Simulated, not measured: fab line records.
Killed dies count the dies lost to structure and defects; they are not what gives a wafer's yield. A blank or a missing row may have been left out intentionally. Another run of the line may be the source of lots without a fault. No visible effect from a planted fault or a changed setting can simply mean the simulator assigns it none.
Split-lot study -- flow ritCmos -- on a route of 202 steps: 5 lots, 23 wafers read

## SPLIT DETAILS
At RIT_PRETRO_COAT_01 (resist thk 1300 nm), the setting resistThkNm was moved away from the recipe's 1300 nm on 8 of the 23 wafers read, by -3.7% to +4.8%. For the rest of the wafers, this setting stayed at what the recipe calls for.

## FROM THE SPLIT TO THE READING: what the file shows between them, 3 steps
- RIT_PRETRO_SOFTBAKE_02: time 60 s
- RIT_PRETRO_EXPOSE_03: exposes mask M5, target cd 43700 nm
- RIT_PRETRO_DEVELOP_05: develop time 70.29 s

## THE READING
NOVOLAK_of_PRETRO_COAT_01.thkNm (the simulator's own value, which no gauge read), in nm, at RIT_PRETRO_HARDBAKE_07 (time 120 s). There is no usual value for it anywhere in the file. The 15 wafers here that ran the recipe average 1137 nm, standard deviation 2.5 nm.

wafer,"tool, chamber at the split","resistThkNm as run, nm",against the recipe,"NOVOLAK_of_PRETRO_COAT_01.thkNm, nm",against lot-mates on the recipe
L074.1,"lithoTrack-01, 0",1300,recipe,1136,-
L074.2,"lithoTrack-01, 0",1300,recipe,1136,-
L074.4,"lithoTrack-01, 0",1300,recipe,1132,-
L076.1,"lithoTrack-04, 0",1300,recipe,1138,-
L076.2,"lithoTrack-04, 0",1262,-2.9%,1108,-30
L076.3,"lithoTrack-04, 0",1300,recipe,1141,-
L076.5,"lithoTrack-04, 0",1300,recipe,1136,-
L076.6,"lithoTrack-04, 0",1262,-2.9%,1105,-33
L080.1,"lithoTrack-02, 0",1300,recipe,1138,-
L080.2,"lithoTrack-02, 0",1300,recipe,1134,-
L080.3,"lithoTrack-02, 0",1300,recipe,1137,-
L080.4,"lithoTrack-02, 0",1300,recipe,1139,-
L080.6,"lithoTrack-02, 0",1300,recipe,1133,-
L082.1,"lithoTrack-01, 0",1252,-3.7%,1098,-41
L082.5,"lithoTrack-01, 0",1252,-3.7%,1098,-41
L082.3,"lithoTrack-01, 0",1300,recipe,1140,-
L082.4,"lithoTrack-01, 0",1300,recipe,1138,-
L082.6,"lithoTrack-01, 0",1252,-3.7%,1096,-43
L084.1,"lithoTrack-04, 0",1363,+4.8%,1191,+56
L084.3,"lithoTrack-04, 0",1300,recipe,1134,-
L084.4,"lithoTrack-04, 0",1363,+4.8%,1192,+56
L084.5,"lithoTrack-04, 0",1363,+4.8%,1190,+54
L084.6,"lithoTrack-04, 0",1300,recipe,1137,-

THE FIT
A straight line over all 23 wafers: NOVOLAK_of_PRETRO_COAT_01.thkNm changes by +10.9 nm for each +1% of resistThkNm; r = +1.00; the points scatter about the line by 2.3 nm.
The same after taking each lot's own level away (the mean of its wafers on the recipe; 23 wafers): +11.3 nm for each +1%; r = +1.00; scatter 1.8 nm.
That fit puts the effect of the largest move of resistThkNm on the reading at 55 nm.
The lots' own levels span 1134.7 to 1139.0 nm, that is 1.8 times the standard deviation above.
The two slopes are in agreement: the lot-to-lot level therefore moves the slope only a little.
Check: with one of the wafers moved furthest among these (+4.8%) left out of the fit, the line predicts +55 nm for it against its lot-mates. Against them it came out at +55.5 nm.

## ADDITIONAL SPLITS CARRIED BY THESE WAFERS
Before the reading, these wafers also passed through other splits. Each is held against what the fit with the lots' levels taken away leaves over:
other split on the same wafers,wafers away from the commonest value,r with NOVOLAK_of_PRETRO_COAT_01.thkNm (lot level and that fit taken away)
RIT_ACTIVE_OXIDATION_01 tempC,15,-0.02
RIT_ACTIVE_CVD_03 tempC,18,+0.00
RIT_ACTIVE_DEVELOP_10 developTimeS,10,+0.04
RIT_PWELL_IMPLANT_08 energyKev,12,-0.06
RIT_NRETRO_COAT_01 spinRpm,11,-0.11
RIT_NRETRO_SOFTBAKE_02 tempC,6,-0.12

## THE WHOLE CHAIN: every reading that the file lists as answering this split, in the file's order
step,what it does,reading,change (the file's fit),r (the file's)
RIT_PRETRO_COAT_01,resist thk 1300 nm,"NOVOLAK_of_PRETRO_COAT_01.thkNm (the simulator's own value, which no gauge read)",+13.1 nm for each +1% of the setting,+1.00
RIT_PRETRO_HARDBAKE_07,time 120 s,"NOVOLAK_of_PRETRO_COAT_01.thkNm (the simulator's own value, which no gauge read)",+11.3 nm for each +1% of the setting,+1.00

## THE FILE'S OWN FIT
NOVOLAK_of_PRETRO_COAT_01.thkNm changes by +11.3 nm for each +1% of resistThkNm, r = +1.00.
